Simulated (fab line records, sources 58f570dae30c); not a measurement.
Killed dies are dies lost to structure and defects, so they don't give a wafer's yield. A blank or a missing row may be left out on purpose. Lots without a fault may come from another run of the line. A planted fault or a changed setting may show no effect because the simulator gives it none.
Chamber matching | flow berkeley_cmos170 | UCB170_V1_CMP_02 on cmp-01: 4 sister chambers
The step polishes SiO2. 8 wafers are shown with their chamber, then 7 later ones without.

WAFERS WITH THEIR CHAMBER
wafer  | chamber | motor_current_A (A) | slurry_flow_ml_min
L252.2 | 0       | 16.6                | 149.4
L256.1 | 0       | 16.0                | 150.5
L256.2 | 1       | 14.6                | 150.0
L259.5 | 1       | 15.5                | 150.0
L263.3 | 3       | 15.3                | 149.9
L263.6 | 2       | 14.1                | 149.6
L266.1 | 2       | 14.5                | 149.7
L266.4 | 3       | 14.6                | 150.1

WAFERS WITHOUT THEIR CHAMBER
wafer  | motor_current_A (A) | slurry_flow_ml_min
L266.5 | 14.9                | 149.7
L269.1 | 14.7                | 149.3
L269.2 | 15.4                | 150.0
L269.5 | 14.7                | 149.3
L267.1 | 15.5                | 149.7
L267.3 | 14.9                | 149.6
L267.5 | 14.9                | 150.1

WHICH CHAMBER EACH WENT THROUGH
wafer  | from the rows above               | in truth
L266.5 | can't be placed: 3 or 1 or 2      | 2
L269.1 | can't be placed: 2 or 3 or 1      | 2
L269.2 | can't be placed: 1 or 3 or 0 or 2 | 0
L269.5 | can't be placed: 2 or 3 or 1      | 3
L267.1 | can't be placed: 1 or 3 or 0 or 2 | 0
L267.3 | can't be placed: 3 or 1 or 2      | 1
L267.5 | can't be placed: 3 or 1 or 2      | 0
Placed correctly: 0 of 7. Can't be placed from these rows: 7 (the true chamber is among the candidates in 6). Placed wrongly: 0.
How it was worked out, from the rows above alone: a wafer's distance from a chamber is the root of the sum, over the readings, of the square of ((its reading less the chamber's mean) divided by the reading's scatter). The wafer belongs to the nearest chamber; if the next one is less than 2 further off, it can't be placed. A chamber's mean is the mean of its shown wafers. The scatter: the root of (the sum of the squares of (reading less its chamber's mean) over the shown wafers, divided by (wafers less chambers)).
